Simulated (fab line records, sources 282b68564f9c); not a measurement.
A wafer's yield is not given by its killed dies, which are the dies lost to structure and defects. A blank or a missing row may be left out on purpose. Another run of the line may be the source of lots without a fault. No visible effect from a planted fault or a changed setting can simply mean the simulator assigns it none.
Check for tools in common | flow rit-cmos | 39 wafers sampled across 13 lots

== WHY IT WAS OPENED ==
3 of 13 lots carry a flag on the reading PLDD_OVL at RIT_PLDD_OVL_MEAS_06. No-fault wafers: -0.7 nm, standard deviation 1.2.
Rule: a lot is flagged when every wafer of it that has a number lies more than 4 standard deviations from that mean, or none has a number. All remaining lots are regarded as sound.

lot  | measured    | on         | PLDD_OVL (nm), wafer by wafer | flag
L754 | day 2 19:05 | overlay-01 | -0.9 -1.7 1.0                 |
L755 | day 2 23:56 | overlay-02 | -2.7 -1.2 -1.3                |
L756 | day 3 05:08 | overlay-01 | -2.8 -0.1 -4.5                |
L757 | day 3 10:28 | overlay-01 | -1.5 -1.7 -1.0                |
L758 | day 3 16:27 | overlay-01 | -2.3 -2.4 0.7                 |
L761 | day 4 06:22 | overlay-01 | 130.3 130.0 129.2             | FLAGGED
L763 | day 4 17:17 | overlay-02 | 130.5 128.5 129.2             | FLAGGED
L765 | day 5 02:58 | overlay-01 | 129.6 131.1 131.4             | FLAGGED
L766 | day 5 06:51 | overlay-02 | -1.9 0.2 -1.0                 |
L769 | day 5 21:12 | overlay-01 | -2.1 -2.4 -1.4                |
L771 | day 6 10:31 | overlay-02 | -1.7 -0.7 -0.6                |
L774 | day 6 23:41 | overlay-01 | 0.4 -0.6 -1.2                 |
L777 | day 7 15:11 | overlay-02 | -1.1 -1.2 0.3                 |
Flagged lots average 130.0 nm: +130.7 nm relative to the usual, that is +99 or more standard deviations.

== LOT BY LOT: THE TOOL USED ==
The record keeps 1 process step preceding the reading, out of 202 steps on the route. Cell contents, in order: the tool; ch with the chambers the sampled wafers went through; the start.
lot  | flag    | RIT_PLDD_EXPOSE_03
L754 |         | iline-stepper-02 ch 0, day 2 18:41
L755 |         | iline-stepper-01 ch 0, day 2 23:34
L756 |         | iline-stepper-01 ch 0, day 3 04:44
L757 |         | iline-stepper-02 ch 0, day 3 10:04
L758 |         | iline-stepper-01 ch 0, day 3 16:03
L761 | FLAGGED | iline-stepper-02 ch 0, day 4 05:58
L763 | FLAGGED | iline-stepper-02 ch 0, day 4 16:54
L765 | FLAGGED | iline-stepper-02 ch 0, day 5 02:34
L766 |         | iline-stepper-01 ch 0, day 5 06:27
L769 |         | iline-stepper-01 ch 0, day 5 20:49
L771 |         | iline-stepper-01 ch 0, day 6 10:08
L774 |         | iline-stepper-01 ch 0, day 6 23:18
L777 |         | iline-stepper-01 ch 0, day 7 14:49
These steps, and what they do:
- RIT_PLDD_EXPOSE_03: exposes mask M8, target cd 40900 nm.
- RIT_PLDD_OVL_MEAS_06

== FLAGGED AGAINST TOTAL, ONE TOOL AT A TIME (gauges that did the reading follow at the end) ==
step                 | tool             | lots run | flagged | share of the flagged lots | sound lots run after its first flagged lot
RIT_PLDD_EXPOSE_03   | iline-stepper-01 | 8        | 0       | none                      | -
RIT_PLDD_EXPOSE_03   | iline-stepper-02 | 5        | 3       | all                       | 0
RIT_PLDD_OVL_MEAS_06 | overlay-01       | 8        | 2       | some                      | 2 (L769,L774)
RIT_PLDD_OVL_MEAS_06 | overlay-02       | 5        | 1       | some                      | 3 (L766,L771,L777)

== THE TABLE: WHAT IT ALLOWS ==
In the table, 1 row covers all flagged lots: iline-stepper-02 at RIT_PLDD_EXPOSE_03.
- iline-stepper-02 at RIT_PLDD_EXPOSE_03: 3 of its 5 lots flagged. A fault beginning between L757 (day 3 10:04), its last sound lot, and L761 (day 4 05:58), its first flagged one, fits the data.
Left over: one tool, iline-stepper-02 at RIT_PLDD_EXPOSE_03.

== WHAT HAD BEEN PUT IN BY THE SIMULATOR ==
Scanner matching overlay: iline-stepper-02, from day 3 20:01 on, at RIT_PLDD_EXPOSE_03. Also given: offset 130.
Lots struck among those shown: L761, L763, L765. The rule given above showed the same thing.
